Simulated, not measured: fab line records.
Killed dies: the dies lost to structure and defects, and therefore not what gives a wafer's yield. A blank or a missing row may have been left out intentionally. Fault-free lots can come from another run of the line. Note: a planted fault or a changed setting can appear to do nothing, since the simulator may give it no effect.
Check for tools in common    flow berkeleyCmos170    15 lots, 45 wafers sampled

== WHY IT WAS OPENED ==
3 of 15 lots carry a flag on the reading GATE_POLY_THK at UCB170_GATE_THK_MEAS_05. Wafers without a fault read 214.9 nm, standard deviation 2.4.
Rule: flag the lot when none of its wafers has a number, or when each of its wafers that has one lies beyond 4 standard deviations from that mean. The rest of the lots are taken to be sound.

lot   measured      on            GATE_POLY_THK (nm), wafer by wafer  flag
L559  day 7 09:59   filmMetro-01  213.4 213.1 212.6                   
L563  day 8 00:26   filmMetro-01  215.8 215.7 215.7                   
L565  day 8 00:26   filmMetro-04  217.5 217.0 216.0                   
L562  day 8 00:26   filmMetro-02  218.1 216.2 217.1                   
L561  day 8 00:29   filmMetro-04  215.2 216.0 216.1                   
L564  day 8 00:29   filmMetro-01  218.3 216.9 215.7                   
L568  day 8 17:23   filmMetro-04  117.2 117.8 116.3                   FLAGGED
L567  day 8 17:26   filmMetro-01  116.3 117.6 116.4                   FLAGGED
L566  day 8 17:27   filmMetro-04  120.5 119.1 117.7                   FLAGGED
L569  day 9 12:30   filmMetro-04  214.8 216.3 216.3                   
L572  day 9 12:32   filmMetro-02  213.2 214.4 213.4                   
L578  day 10 05:27  filmMetro-04  210.5 209.6 208.4                   
L576  day 10 05:28  filmMetro-02  215.6 215.0 212.9                   
L581  day 11 07:56  filmMetro-04  217.8 217.4 220.1                   
L582  day 11 12:08  filmMetro-04  214.1 215.7 215.4                   
On average the flagged lots' numbers are 117.7 nm, which is -97.2 nm against the usual, or -41 standard deviations.

== WHICH TOOL EACH LOT WENT THROUGH ==
The record holds 1 process step before the reading, out of a route of 331 steps. Read each cell as the tool, then ch plus the chambers that the sampled wafers visited, then the start.
lot   flag     UCB170_GATE_CVD_04
L559           lpcvd-01 ch 1, day 7 08:35
L563           lpcvd-01 ch 0, day 7 23:02
L565           lpcvd-01 ch 1, day 7 23:02
L562           lpcvd-01 ch 1, day 7 23:02
L561           lpcvd-01 ch 0, day 7 23:02
L564           lpcvd-01 ch 0, day 7 23:02
L568  FLAGGED  lpcvd-01 ch 0, day 8 15:59
L567  FLAGGED  lpcvd-01 ch 1, day 8 15:59
L566  FLAGGED  lpcvd-01 ch 0, day 8 15:59
L569           lpcvd-02 ch 0, day 9 11:04
L572           lpcvd-02 ch 1, day 9 11:04
L578           lpcvd-02 ch 0, day 10 03:59
L576           lpcvd-02 ch 0, day 10 03:59
L581           lpcvd-01 ch 0, day 11 06:32
L582           lpcvd-01 ch 0, day 11 10:44
These steps, and what they do:
- UCB170_GATE_CVD_04: deposits poly-Si from SiH4, time 1440 s, target thk 214 nm.
- UCB170_GATE_THK_MEAS_05

== FLAGGED OVER TOTAL, TOOL BY TOOL (the gauges that took the reading come last) ==
step                     tool          lots run  flagged  share of the flagged lots  sound lots run after its first flagged lot
UCB170_GATE_CVD_04       lpcvd-01      11        3        all                        2 (L581,L582)
UCB170_GATE_CVD_04       lpcvd-02      4         0        none                       -
UCB170_GATE_THK_MEAS_05  filmMetro-01  4         1        some                       0
UCB170_GATE_THK_MEAS_05  filmMetro-02  3         0        none                       -
UCB170_GATE_THK_MEAS_05  filmMetro-04  8         2        some                       4 (L569,L578,L581,L582)

== WHAT THE TABLE PERMITS ==
Rows of the table that ran each flagged lot: 1, that is lpcvd-01 at UCB170_GATE_CVD_04.
- lpcvd-01 at UCB170_GATE_CVD_04: 3 of its 11 lots flagged. After the first flagged lot (L581, L582), sound lots still ran on it; a lasting fault on the whole tool would not permit that. Its own readings lie more than 4 standard deviations out on every wafer of the flagged lots: spikeTcCentreC, spikeTcLoadC, spikeTcSourceC, susceptorTempC.
Every row of the table either missed a flagged lot or ran a sound lot after the first.

== WHAT HAD BEEN PUT IN BY THE SIMULATOR ==
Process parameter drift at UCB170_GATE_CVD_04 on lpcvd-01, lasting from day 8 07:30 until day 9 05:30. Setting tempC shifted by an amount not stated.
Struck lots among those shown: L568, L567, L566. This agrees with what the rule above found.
